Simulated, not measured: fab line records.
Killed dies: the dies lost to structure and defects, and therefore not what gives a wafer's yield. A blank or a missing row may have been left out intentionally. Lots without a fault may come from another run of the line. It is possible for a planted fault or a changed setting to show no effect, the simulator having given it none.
Split-lot study / flow berkeley_cmos170 / 23 wafers read from 5 lots, route of 331 steps

## SPLIT DETAILS
At UCB170_M2_METAL_ETCH_18 (etches Al in Cl2/BCl3, stops on SiO2, target depth 1170 nm, time 195 s), the setting time_s was moved away from the recipe's 195 s on 7 of the 23 wafers read, by -10.8% to +14.8%. The other wafers ran this setting at the recipe's value.

The file shows no step between the split and the reading.

## THE READING
oes_product_au, in a.u., at UCB170_M2_STRIP_19 (strips in O2). Typical for fault-free wafers on this fab line: 0.546 a.u., with standard deviation 0.0095 a.u.

wafer=L074.1; tool, chamber at the split=rie_metal-03, 1; time_s as run, s=195; against the recipe=recipe; oes_product_au, a.u.=0.533; against lot-mates on the recipe=-
wafer=L074.2; tool, chamber at the split=rie_metal-03, 0; time_s as run, s=195; against the recipe=recipe; oes_product_au, a.u.=0.551; against lot-mates on the recipe=-
wafer=L074.4; tool, chamber at the split=rie_metal-03, 0; time_s as run, s=195; against the recipe=recipe; oes_product_au, a.u.=0.537; against lot-mates on the recipe=-
wafer=L075.1; tool, chamber at the split=rie_metal-03, 1; time_s as run, s=195; against the recipe=recipe; oes_product_au, a.u.=0.531; against lot-mates on the recipe=-
wafer=L075.3; tool, chamber at the split=rie_metal-03, 1; time_s as run, s=195; against the recipe=recipe; oes_product_au, a.u.=0.547; against lot-mates on the recipe=-
wafer=L075.4; tool, chamber at the split=rie_metal-03, 1; time_s as run, s=195; against the recipe=recipe; oes_product_au, a.u.=0.540; against lot-mates on the recipe=-
wafer=L075.5; tool, chamber at the split=rie_metal-03, 1; time_s as run, s=195; against the recipe=recipe; oes_product_au, a.u.=0.539; against lot-mates on the recipe=-
wafer=L075.6; tool, chamber at the split=rie_metal-03, 1; time_s as run, s=195; against the recipe=recipe; oes_product_au, a.u.=0.537; against lot-mates on the recipe=-
wafer=L077.2; tool, chamber at the split=rie_metal-03, 1; time_s as run, s=223.9; against the recipe=+14.8%; oes_product_au, a.u.=0.443; against lot-mates on the recipe=-0.102
wafer=L077.3; tool, chamber at the split=rie_metal-03, 1; time_s as run, s=223.9; against the recipe=+14.8%; oes_product_au, a.u.=0.448; against lot-mates on the recipe=-0.097
wafer=L077.4; tool, chamber at the split=rie_metal-03, 1; time_s as run, s=195; against the recipe=recipe; oes_product_au, a.u.=0.544; against lot-mates on the recipe=-
wafer=L077.5; tool, chamber at the split=rie_metal-03, 1; time_s as run, s=195; against the recipe=recipe; oes_product_au, a.u.=0.546; against lot-mates on the recipe=-
wafer=L077.6; tool, chamber at the split=rie_metal-03, 1; time_s as run, s=223.9; against the recipe=+14.8%; oes_product_au, a.u.=0.442; against lot-mates on the recipe=-0.103
wafer=L078.1; tool, chamber at the split=rie_metal-04, 1; time_s as run, s=173.9; against the recipe=-10.8%; oes_product_au, a.u.=0.625; against lot-mates on the recipe=+0.079
wafer=L078.3; tool, chamber at the split=rie_metal-04, 1; time_s as run, s=195; against the recipe=recipe; oes_product_au, a.u.=0.541; against lot-mates on the recipe=-
wafer=L078.4; tool, chamber at the split=rie_metal-04, 0; time_s as run, s=173.9; against the recipe=-10.8%; oes_product_au, a.u.=0.609; against lot-mates on the recipe=+0.063
wafer=L078.5; tool, chamber at the split=rie_metal-04, 1; time_s as run, s=195; against the recipe=recipe; oes_product_au, a.u.=0.558; against lot-mates on the recipe=-
wafer=L078.6; tool, chamber at the split=rie_metal-04, 0; time_s as run, s=195; against the recipe=recipe; oes_product_au, a.u.=0.539; against lot-mates on the recipe=-
wafer=L081.1; tool, chamber at the split=rie_metal-04, 0; time_s as run, s=195; against the recipe=recipe; oes_product_au, a.u.=0.544; against lot-mates on the recipe=-
wafer=L081.3; tool, chamber at the split=rie_metal-04, 1; time_s as run, s=195; against the recipe=recipe; oes_product_au, a.u.=0.568; against lot-mates on the recipe=-
wafer=L081.4; tool, chamber at the split=rie_metal-04, 0; time_s as run, s=195; against the recipe=recipe; oes_product_au, a.u.=0.552; against lot-mates on the recipe=-
wafer=L081.5; tool, chamber at the split=rie_metal-04, 1; time_s as run, s=213.9; against the recipe=+9.7%; oes_product_au, a.u.=0.501; against lot-mates on the recipe=-0.054
wafer=L081.6; tool, chamber at the split=rie_metal-04, 0; time_s as run, s=213.9; against the recipe=+9.7%; oes_product_au, a.u.=0.473; against lot-mates on the recipe=-0.082

FIT RESULTS
A straight line over all 23 wafers: oes_product_au changes by -0.00661 a.u. for each +1% of time_s; r = -0.98; the points scatter about the line by 0.0098 a.u.
The same after taking each lot's own level away (the mean of its wafers on the recipe; 23 wafers): -0.00676 a.u. for each +1%; r = -0.99; scatter 0.0081 a.u.
That fit puts the effect of the largest move of time_s on the reading at 0.1 a.u.
The span of the lots' own levels, 0.5388 to 0.5547 a.u., comes to 1.7 times the standard deviation stated above.
Hence the lot-to-lot level has little effect on the slope; both slopes agree.
Check: for one of the wafers moved furthest among these (+14.8%), held out of the fit, the line's prediction against its lot-mates is -0.1 a.u. It came out at -0.102 a.u. against them.

## OTHER SPLITS ON THESE WAFERS
Other splits were also applied to these wafers ahead of the reading. Each is held against what the fit with the lots' levels taken away leaves over:
other split on the same wafers=UCB170_M2_SPUTTER_01 time_s; wafers away from the commonest value=7; r with oes_product_au (lot level and that fit taken away)=-0.09

## THE WHOLE CHAIN: every reading that the file lists as answering this split, in the file's order
step=UCB170_M2_METAL_ETCH_18; what it does=etches Al in Cl2/BCl3, stops on SiO2, target depth 1170 nm, time 195 s; reading=KrF_of_M2_COAT_10.thk_nm (the simulator's own value, which no gauge read); change (the file's fit)=-6.38 nm for each +1% of the setting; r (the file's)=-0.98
step=UCB170_M2_METAL_ETCH_18; what it does=etches Al in Cl2/BCl3, stops on SiO2, target depth 1170 nm, time 195 s; reading=SiO2_of_V1_CVD_00.thk_nm (the simulator's own value, which no gauge read); change (the file's fit)=-0.612 nm for each +1% of the setting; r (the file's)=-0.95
step=UCB170_M2_STRIP_19; what it does=strips in O2; reading=oes_product_au; change (the file's fit)=-0.00675 a.u. for each +1% of the setting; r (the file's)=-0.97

## FILE'S OWN FIT
oes_product_au changes by -0.00675 a.u. for each +1% of time_s, r = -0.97.
